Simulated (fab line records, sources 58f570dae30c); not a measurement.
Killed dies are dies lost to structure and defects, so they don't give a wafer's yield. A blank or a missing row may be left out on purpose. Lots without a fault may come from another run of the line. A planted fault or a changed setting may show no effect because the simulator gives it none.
Tool commonality check | flow berkeley_cmos170 | 14 lots, 42 wafers sampled

WHY IT WAS OPENED
At UCB170_CONTACT_THK_MEAS_02 the reading CONTACT_PSG_THK is flagged on 4 of 14 lots. Wafers without a fault read 705 nm, standard deviation 5.9.
Rule: a lot is flagged when every wafer of it that has a number lies more than 4 standard deviations from that mean, or none has a number. The other lots count as sound.

lot  | measured     | on            | CONTACT_PSG_THK (nm), wafer by wafer | flag
L599 | day 8 22:20  | film_metro-03 | 700 704 700                          |
L598 | day 8 22:38  | film_metro-02 | 716 707 711                          |
L603 | day 9 00:07  | film_metro-03 | 699 704 707                          |
L597 | day 9 00:25  | film_metro-03 | 691 699 700                          |
L601 | day 9 01:53  | film_metro-04 | 705 701 698                          |
L602 | day 9 01:55  | film_metro-03 | 700 702 703                          |
L600 | day 9 01:57  | film_metro-02 | 698 709 705                          |
L604 | day 9 13:02  | film_metro-04 | 699 698 698                          |
L605 | day 9 18:46  | film_metro-04 | 704 705 702                          |
L607 | day 9 19:55  | film_metro-03 | 616 617 617                          | FLAGGED
L610 | day 10 11:44 | film_metro-02 | 605 607 605                          | FLAGGED
L612 | day 11 16:16 | film_metro-03 | 610 613 610                          | FLAGGED
L614 | day 11 17:36 | film_metro-04 | 708 707 702                          |
L613 | day 11 18:07 | film_metro-04 | 606 613 612                          | FLAGGED
The numbers of the flagged lots are 611 nm on average: -94 nm against the usual, or -16 standard deviations.

WHICH TOOL RAN EACH LOT
The record holds 1 process step before the reading, out of a route of 331 steps. In each cell: the tool, then ch and the chambers that the sampled wafers went through, then the start.
lot  | flag    | UCB170_CONTACT_CVD_01
L599 |         | lpcvd-01 ch 0, day 8 20:32
L598 |         | lpcvd-02 ch 1, day 8 20:51
L603 |         | lpcvd-01 ch 0, day 8 22:20
L597 |         | lpcvd-02 ch 0, day 8 22:38
L601 |         | lpcvd-01 ch 1, day 9 00:07
L602 |         | lpcvd-01 ch 1, day 9 00:07
L600 |         | lpcvd-01 ch 1, day 9 00:07
L604 |         | lpcvd-02 ch 1, day 9 11:14
L605 |         | lpcvd-02 ch 0, day 9 16:58
L607 | FLAGGED | lpcvd-01 ch 1, day 9 17:15
L610 | FLAGGED | lpcvd-01 ch 1, day 10 09:58
L612 | FLAGGED | lpcvd-01 ch 1, day 11 14:29
L614 |         | lpcvd-02 ch 1, day 11 14:56
L613 | FLAGGED | lpcvd-01 ch 0, day 11 16:16
What these steps do:
- UCB170_CONTACT_CVD_01: deposits PSG from SiH4/O2/PH3, target thk 700 nm, time 2820 s.
- UCB170_CONTACT_THK_MEAS_02

FLAGGED OVER TOTAL, TOOL BY TOOL (the gauges that took the reading come last)
step                       | tool          | lots run | flagged | share of the flagged lots | sound lots run after its first flagged lot
UCB170_CONTACT_CVD_01      | lpcvd-01      | 9        | 4       | all                       | 0
UCB170_CONTACT_CVD_01      | lpcvd-02      | 5        | 0       | none                      | -
UCB170_CONTACT_THK_MEAS_02 | film_metro-02 | 3        | 1       | some                      | 0
UCB170_CONTACT_THK_MEAS_02 | film_metro-03 | 6        | 2       | some                      | 0
UCB170_CONTACT_THK_MEAS_02 | film_metro-04 | 5        | 1       | some                      | 0

WHAT THE TABLE ALLOWS
1 row of the table ran every flagged lot: lpcvd-01 at UCB170_CONTACT_CVD_01.
- lpcvd-01 at UCB170_CONTACT_CVD_01: 4 of its 9 lots flagged. Its last sound lot is L600 (day 9 00:07), its first flagged lot L607 (day 9 17:15): a fault that began between those two fits.
One tool is left: lpcvd-01 at UCB170_CONTACT_CVD_01.

WHAT THE SIMULATOR HAD PUT IN
Site profile drift: lpcvd-01, from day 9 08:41 on, at UCB170_CONTACT_CVD_01. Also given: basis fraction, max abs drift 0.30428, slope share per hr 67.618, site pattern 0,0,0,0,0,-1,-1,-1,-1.
Lots struck among those shown: L607, L610, L612, L613. The rule above found the same.
